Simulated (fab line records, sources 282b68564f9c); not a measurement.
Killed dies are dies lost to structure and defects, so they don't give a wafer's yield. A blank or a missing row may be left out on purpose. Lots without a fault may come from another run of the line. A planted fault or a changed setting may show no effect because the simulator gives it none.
fab line records | flow rit_cmos
record lots=5 wafers=15 last_day=7
route steps=202 shown FOX2@25 NWELL@28
lots that met no fault: from a run of the same line without faults
start_h: hours from the record's first day to the start of the lot's first wafer shown | wait_h: hours since the lot's step before | " the same as in the row above | L1.1+2: a row that stands for several wafers | - no value, or no start given | * or withheld: withheld | < > ~ a bound
route shown NAME@n: a module of which the file shows steps, and the number in the route of the first | usual: mean/standard deviation of fault-free wafers | same: alike in all rows | chamber/n: place in a boat | sites: the reading at each site | _std_site: their standard deviation | _edge_site: outer sites' mean less inner sites' | radius_mm: how far each site lies from the wafer's centre | mask NAME#n: copy n | behind: the tool/chamber that last shaped the wafer | hold: why the lot was held/for how many hours/how that ended | device: the transistor (n, p or np) that didn't switch | end of line: the same wafers' tests at the end of the route | a step without rows: its recipe alone | killed: dies lost to structure and defects at the first sort, not the wafer's yield | map: a wafer's dies, x killed, . not, _ none there
set.NAME: the setting as run; set.NAME@STEP: as run at that earlier step | model.NAME: the simulator's own value behind a step, which no gauge read
lots at some steps of the route; a table a step, a row a wafer
services: from which hour (start_h, from the record's first day; less than 0 if before it) a tool's chamber was out of use, for how many hours, and why
## steps
# step RIT_FOX2_CLEAN_02
# recipe chemistry=dHF dilution=50:1 time_s=180
# step RIT_FOX2_WET_ETCH_03
# recipe chemistry=H3PO4 target=Si3N4 target_depth_nm=195 temp_c=165 time_s=2700
# step RIT_FOX2_THK_MEAS_90
# recipe reads=SiO2_of_FOX2_OXIDATION_00
# usual FIELD_OXIDE_LEFT_1_THK=325/6.7
# columns lot.wafer tool chamber start_h wait_h FIELD_OXIDE_LEFT_1_THK[nm]
L396.1 film_metro-03 - 29.24 0.0 325
L396.2 " - " " 332
L396.4 " - " " 331
L404.1 film_metro-02 - 69.90 0.0 333
L404.3 " - " " 329
L404.4 " - " " 331
L409.1 film_metro-03 - 96.20 0.0 329
L409.2 " - " " 325
L409.4 " - " " 329
L410.1 film_metro-02 - 101.20 0.0 323
L410.4 " - " " 321
L410.5 " - " " 328
L415.1 film_metro-04 - 124.39 0.0 316
L415.5 " - " " 314
L415.6 " - " " 319
# step RIT_NWELL_HMDS_00
# recipe prime_time_s=60 prime_temp_c=140
# step RIT_NWELL_COAT_01
# recipe resist=NOVOLAK spin_rpm=2000 resist_thk_nm=1300
# step RIT_NWELL_SOFTBAKE_02
# recipe resist=NOVOLAK temp_c=90 time_s=60
# step RIT_NWELL_EXPOSE_03
# recipe mask_id=M2 na=0.57 target_cd_nm=43900 dose_mj=250
# step RIT_NWELL_PEB_04
# recipe resist=NOVOLAK temp_c=withheld time_s=withheld
# step RIT_NWELL_DEVELOP_05
# recipe resist=NOVOLAK develop_time_s=68 dev_temp_c=23
# step RIT_NWELL_OVL_MEAS_06
# usual NWELL_OVL=-0.2/1.2
# columns lot.wafer tool chamber start_h wait_h NWELL_OVL[nm]
L396.1 overlay-02 - 30.31 - 0.7
L396.2 " - " " 2.7
L396.4 " - " " -1.6
L404.1 overlay-01 - 70.84 - -1.2
L404.3 " - " " -2.0
L404.4 " - " " -1.8
L409.1 overlay-01 - 97.27 - 1.6
L409.2 " - " " 2.8
L409.4 " - " " 0.5
L410.1 overlay-01 - 102.14 - -1.1
L410.4 " - " " -1.4
L410.5 " - " " -1.8
L415.1 overlay-01 - 125.46 - 0.3
L415.5 " - " " -2.1
L415.6 " - " " -0.4
# step RIT_NWELL_HARDBAKE_07
# recipe resist=NOVOLAK temp_c=140 time_s=120
# step RIT_NWELL_IMPLANT_08
# recipe species=P energy_kev=171.9 dose_cm2=5e+13 tilt_deg=7
# step RIT_NWELL_STRIP_09
# recipe chemistry=O2 time_s=180 resist=NOVOLAK platen_temp_c=withheld power_w=500 pressure_mtorr=4000 o2_flow_sccm=4000
# usual drypump_motor_current_A=5.7/0.45 rf_refl_power_W=5.9/1.4 run_length_s=208.3/0.46
# columns lot.wafer tool chamber start_h wait_h drypump_motor_current_A rf_hours_counter_h rf_refl_power_W run_length_s model.NOVOLAK_of_NWELL_COAT_01.thk_nm
L396.1 plasma_asher-02 1 30.74 0.1 6.2 39 5.3 207.5 0
L396.2 " 0 " " 5.2 39 5.1 208.4 0
L396.4 " 0 " " 5.2 - 5.1 208.2 0
L404.1 plasma_asher-04 0 71.28 0.1 6.0 29 5.1 207.9 0
L404.3 " 1 " " 5.4 - 5.5 208.2 0
L404.4 " 0 " " 6.0 - 5.0 208.4 0
L409.1 plasma_asher-02 0 97.70 0.1 5.2 47 5.3 72.2 336.7
L409.2 " 1 " " 6.2 47 5.2 72.0 337.3
L409.4 " 1 " " 6.2 - 5.2 72.1 339.1
L410.1 plasma_asher-04 1 102.58 0.1 5.4 32 5.4 208.6 0
L410.4 " 1 " " 5.4 - 5.3 208.5 0
L410.5 " 0 " " 6.0 - 4.8 207.9 0
L415.1 plasma_asher-04 0 125.89 0.1 6.0 35 4.9 207.9 0
L415.5 " 0 " " 6.1 - 4.7 208.1 0
L415.6 " 1 " " 5.4 - 5.2 208.6 0
# step RIT_NWELL_TW_MEAS_10
# usual NWELL_TW=2135/14
# columns lot.wafer tool chamber start_h wait_h NWELL_TW
L396.1 film_metro-03 - 30.92 0.1 2137
L396.2 " - " " 2124
L396.4 " - " " 2125
L404.1 film_metro-03 - 71.46 0.1 2159
L404.3 " - " " 2154
L404.4 " - " " 2163
L409.1 film_metro-04 - 97.88 0.1 2142
L409.2 " - " " 2144
L409.4 " - " " 2138
L410.1 film_metro-04 - 102.75 0.1 2137
L410.4 " - " " 2134
L410.5 " - " " 2141
L415.1 film_metro-04 - 126.07 0.1 2133
L415.5 " - " " 2131
L415.6 " - " " 2119
## services
# columns tool chamber start_h hours kind
plasma_asher-04 - 46.32 3.4 repair
plasma_asher-02 - 107.56 3.9 repair
plasma_asher-04 - 108.75 1.5 repair
plasma_asher-02 - 111.42 9.0 pm
plasma_asher-02 0 111.42 9.0 vent_cycle
plasma_asher-02 1 111.42 9.0 vent_cycle
plasma_asher-02 0 120.42 - clean
plasma_asher-02 1 120.42 - clean
## key
first_sign step=RIT_NWELL_STRIP_09 reading=run_length_s direction=down sigmas=99+ usual=* struck=*
effect none on later readings
model_effect step=RIT_NWELL_STRIP_09 value=NOVOLAK_of_NWELL_COAT_01.thk_nm without=0 struck=337.7
met_at RIT_NWELL_STRIP_09
struck_wafers L409.1,L409.2,L409.4
later_rows_left_out L409.1,L409.2,L409.4
sort_left_out L409.1,L409.2,L409.4
tester_left_out L409
onset_between 30.74 97.70
fault kind=strip_aborted tool=plasma_asher-02 chamber=- onset_h=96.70 steps=RIT_NWELL_STRIP_09 offset=0.6 end_h=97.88
# tester_left_out: of these lots the tester's yield and bins aren't shown, on N5 and GAA mostly nor the transistor test; their killed dies are dies lost to structure and defects alone, not to doping, threshold or leakage, so they don't give the yield
# sort_left_out: the simulated sort isn't trusted on such a fault, so these wafers' sort isn't shown, and their yield isn't known
# later_rows_left_out: the simulator's readings of these wafers behind a module that went badly wrong aren't trusted and aren't shown, but for the sort
